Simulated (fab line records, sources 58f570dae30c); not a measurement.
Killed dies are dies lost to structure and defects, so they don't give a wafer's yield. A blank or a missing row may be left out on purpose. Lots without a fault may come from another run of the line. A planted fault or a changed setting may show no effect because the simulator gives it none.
Which tool did it? | flow berkeley_cmos170 | 14 lots, 42 wafers sampled, at 4 steps of a route of 331

WHAT THE GAUGES READ, wafer by wafer
UCB170_GATE_THK_MEAS_05. Usual: GATE_POLY_THK 213.9 nm, standard deviation 2.4.
lot  | measured     | on            | GATE_POLY_THK (nm) | flag
L356 | day 6 07:58  | film_metro-02 | 213.7 212.6 210.6  |
L358 | day 6 15:13  | film_metro-04 | 213.9 212.0 212.8  |
L360 | day 7 01:29  | film_metro-02 | 213.7 214.2 214.4  |
L359 | day 7 01:29  | film_metro-04 | 212.7 212.0 213.1  |
L361 | day 7 01:29  | film_metro-01 | 213.3 214.5 213.7  |
L362 | day 7 11:25  | film_metro-01 | 216.2 215.0 215.0  |
L369 | day 8 22:19  | film_metro-01 | 214.9 214.6 216.1  |
L368 | day 8 22:25  | film_metro-02 | 214.0 211.8 213.6  |
L370 | day 9 17:09  | film_metro-02 | 213.5 217.0 216.4  |
L372 | day 10 07:05 | film_metro-02 | 213.5 214.7 213.3  |
L373 | day 10 07:05 | film_metro-04 | 213.2 210.7 212.6  |
L374 | day 10 07:06 | film_metro-01 | 216.3 216.3 216.6  |
L375 | day 10 21:13 | film_metro-04 | 213.7 213.2 213.0  |
L378 | day 11 05:47 | film_metro-04 | 214.4 213.2 214.5  |

UCB170_GATE_OVL_MEAS_13. Usual: GATE_OVL -2 nm, standard deviation 4.6.
lot  | measured     | on         | GATE_OVL (nm) | flag
L356 | day 6 09:23  | overlay-01 | 5 2 3         |
L358 | day 6 16:35  | overlay-01 | 2 0 -2        |
L360 | day 7 03:14  | overlay-02 | 4 13 5        |
L359 | day 7 02:59  | overlay-01 | -2 -5 -9      |
L361 | day 7 02:44  | overlay-01 | 3 -1 3        |
L362 | day 7 12:50  | overlay-02 | -3 -5 4       |
L369 | day 8 23:47  | overlay-01 | -4 -7 -4      |
L368 | day 9 00:02  | overlay-01 | -4 1 3        |
L370 | day 9 18:37  | overlay-01 | -4 9 -2       |
L372 | day 10 08:35 | overlay-02 | 1 -3 -6       |
L373 | day 10 08:20 | overlay-02 | -5 -11 -11    |
L374 | day 10 08:23 | overlay-01 | 2 5 7         |
L375 | day 10 23:13 | overlay-02 | 1 -2 -5       |
L378 | day 11 08:19 | overlay-01 | -2 -3 -8      |

UCB170_PLDD_CD_MEAS_06: target cd 1200 nm. Usual: cd_nm 1199.6 nm, standard deviation 1.6.
lot  | measured     | on        | cd_nm (nm)           | flag
L356 | day 6 11:43  | cd_sem-02 | 1198.1 1199.0 1200.1 |
L358 | day 6 18:22  | cd_sem-02 | 1199.5 1198.0 1199.7 |
L360 | day 7 05:15  | cd_sem-01 | 1200.4 1200.6 1200.2 |
L359 | day 7 05:14  | cd_sem-02 | 1196.8 1196.8 1198.1 |
L361 | day 7 04:26  | cd_sem-02 | 1199.2 1198.8 1198.3 |
L362 | day 7 14:28  | cd_sem-01 | 1200.1 1200.0 1200.9 |
L369 | day 9 02:05  | cd_sem-01 | 1202.8 1201.9 1203.2 |
L368 | day 9 02:41  | cd_sem-02 | 1202.6 1202.1 1201.9 |
L370 | day 9 20:00  | cd_sem-01 | 1199.1 1199.1 1198.6 |
L372 | day 10 10:32 | cd_sem-02 | 1200.0 1200.3 1198.6 |
L373 | day 10 10:08 | cd_sem-02 | 1198.0 1198.0 1198.1 |
L374 | day 10 10:26 | cd_sem-02 | 1199.0 1198.4 1197.5 |
L375 | day 11 01:39 | cd_sem-01 | 1200.3 1199.7 1200.6 |
L378 | day 11 10:13 | cd_sem-02 | 1201.3 1201.2 1200.7 |

WHICH TOOL RAN EACH LOT (tool, then ch and the chambers of the sampled wafers, then the start)
lot  | UCB170_GATE_ETCH_15
L356 | rie_si-01 ch 2,3, day 6 09:28
L358 | rie_si-02 ch 0,2,3, day 6 16:40
L360 | rie_si-01 ch 1,2,3, day 7 03:19
L359 | rie_si-02 ch 0,1,3, day 7 03:03
L361 | rie_si-01 ch 1,2, day 7 02:49
L362 | rie_si-02 ch 0,1,3, day 7 12:54
L369 | rie_si-02 ch 2,3, day 8 23:52
L368 | rie_si-01 ch 2,3, day 9 00:05
L370 | rie_si-02 ch 1,2, day 9 18:41
L372 | rie_si-01 ch 0,1,2, day 10 08:40
L373 | rie_si-01 ch 0,2, day 10 08:25
L374 | rie_si-01 ch 0,1,3, day 10 08:27
L375 | rie_si-01 ch 0,1,3, day 10 23:18
L378 | rie_si-01 ch 2,3, day 11 08:23
- UCB170_GATE_ETCH_15: etches poly-Si in HBr/Cl2, stops on SiO2, time 56.3 s, target depth 278.2 nm.

WHAT THE TOOLS THEMSELVES READ (means of the sampled wafers that have a number; where no wafer has one, the mark that the record gives instead)
UCB170_GATE_ETCH_15. Usual: bias_w 150.0 W, standard deviation 0.47; drypump_motor_current_A 5.7 A, standard deviation 0.52; oes_product_au 0.838 a.u., standard deviation 0.013; throttle_valve_pct 26.45 %, standard deviation 0.25.
lot  | tool      | bias_w (W) | drypump_motor_current_A (A) | oes_product_au (a.u.) | throttle_valve_pct (%) | flag
L356 | rie_si-01 | 150.0      | 5.4                         | 0.825                 | 26.58                  |
L358 | rie_si-02 | 150.1      | 5.8                         | 0.837                 | 26.32                  |
L360 | rie_si-01 | 149.9      | 5.4                         | 0.837                 | 26.67                  |
L359 | rie_si-02 | 149.9      | 6.0                         | 0.825                 | 26.29                  |
L361 | rie_si-01 | 150.0      | 5.5                         | 0.839                 | 26.72                  |
L362 | rie_si-02 | 150.2      | 6.0                         | 0.836                 | 26.29                  |
L369 | rie_si-02 | 149.2      | 5.7                         | 0.809                 | 26.47                  |
L368 | rie_si-01 | 150.3      | 5.9                         | 0.836                 | 26.66                  |
L370 | rie_si-02 | 149.9      | 5.9                         | 0.819                 | 26.47                  |
L372 | rie_si-01 | 149.8      | 5.8                         | 0.841                 | 26.52                  |
L373 | rie_si-01 | 150.3      | 6.0                         | 0.837                 | 26.30                  |
L374 | rie_si-01 | 150.2      | 5.3                         | 0.838                 | 26.45                  |
L375 | rie_si-01 | 150.1      | 5.3                         | 0.831                 | 26.45                  |
L378 | rie_si-01 | 149.7      | 5.9                         | 0.840                 | 26.66                  |

THE ANSWER, worked out from the rows above alone
Rule: a lot is off if the mean of its wafers that have a number lies more than 3 standard deviations from the usual mean. A lot without any number at a reading at which 4 lots or more have one is off too. The other lots that the step has rows for count as sound. The gauges are gone through in route order, then the tools' own readings, and for those a lot's mean is taken as printed above. The first step at which some lot is off is used, and at that step the reading that is off furthest; a lot without a number counts as furthest.
No lot is off at any reading shown: from this, nothing can be told.

WHAT THE SIMULATOR HAD PUT IN
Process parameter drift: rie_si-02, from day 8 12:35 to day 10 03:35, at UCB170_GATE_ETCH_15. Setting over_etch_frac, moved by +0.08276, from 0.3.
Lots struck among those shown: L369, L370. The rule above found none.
